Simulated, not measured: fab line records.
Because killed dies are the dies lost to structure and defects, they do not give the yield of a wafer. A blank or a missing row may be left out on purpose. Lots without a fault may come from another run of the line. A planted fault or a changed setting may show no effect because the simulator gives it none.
Which tool is to blame?    flow berkeley cmos170    7 lots with 21 wafers sampled at 4 steps, on a route of 331 steps

== WHAT THE GAUGES SHOWED, per wafer ==
UCB170_ACTIVE_THK_MEAS_06.
lot   measured     on             ACTIVE_NITRIDE_THK (nm)
L375  day 5 07:01  film metro-01  222.4 220.4 222.8
L381  day 6 08:05  film metro-03  219.2 222.2 220.1
L383  day 6 09:58  film metro-03  222.4 222.1 222.0
L385  day 7 03:52  film metro-03  221.2 222.4 221.0
L388  day 7 14:50  film metro-01  220.2 217.8 220.6
L391  day 8 01:53  film metro-01  221.1 221.1 221.0

== WHAT TOOL EACH LOT RAN ON (gives the tool, then ch and the chambers of the sampled wafers, and finally the start) ==
lot   UCB170_NWELL_ETCH_13               UCB170_NWELL_STRIP_15                UCB170_PWELL_ETCH_14
L375  rie diel-02 ch 1,3, day 3 06:10    plasma asher-02 ch 0,1, day 3 06:25  rie diel-01 ch 1,2,3, day 4 01:59
L376  rie diel-02 ch 0,3, day 3 11:16    plasma asher-02 ch 0,1, day 3 11:33  -
L381  rie diel-01 ch 0,3, day 4 13:04    plasma asher-01 ch 0,1, day 4 13:20  rie diel-01 ch 0,1,3, day 5 07:35
L383  rie diel-03 ch 0,3, day 4 18:13    plasma asher-02 ch 0,1, day 4 18:28  rie diel-01 ch 1,2, day 5 10:22
L385  rie diel-02 ch 0,1,3, day 5 11:29  plasma asher-04 ch 0,1, day 5 11:44  rie diel-02 ch 0,1,3, day 6 03:45
L388  rie diel-01 ch 1,2, day 5 19:54    plasma asher-01 ch 0,1, day 5 20:11  rie diel-02 ch 0,2,3, day 6 12:15
L391  rie diel-03 ch 0,2, day 6 09:35    plasma asher-04 ch 0, day 6 09:50    rie diel-04 ch 0,2, day 7 02:00
- UCB170_NWELL_ETCH_13: etches Si3N4 in CH3F/Ar/O2, stops on SiO2, target depth 246.4 nm, time 154 s.
- UCB170_NWELL_STRIP_15: strips in O2.
- UCB170_PWELL_ETCH_14: etches Si3N4 in CH3F/Ar/O2, stops on SiO2, target depth 242 nm, time 151 s.

== THE ANSWER, worked out from the rows above alone ==
Rule: the lots themselves supply what counts as usual. The widest of any qualifying gaps counts: lots, ordered by their means at a reading, are off when they make up no more than a third of the lots, leave a main group of 4 or more, and stand apart from it by 3 or more times the standard deviation of that group's means. If all means in a main group match to the digits the tables above print for the reading, that group is not used. Also off: a lot with no number at a reading for which 4 or more lots have one. The other lots that the step has rows for count as sound.
No lot is off at any reading shown: from this, nothing can be told.

== WHAT HAD BEEN PUT IN BY THE SIMULATOR ==
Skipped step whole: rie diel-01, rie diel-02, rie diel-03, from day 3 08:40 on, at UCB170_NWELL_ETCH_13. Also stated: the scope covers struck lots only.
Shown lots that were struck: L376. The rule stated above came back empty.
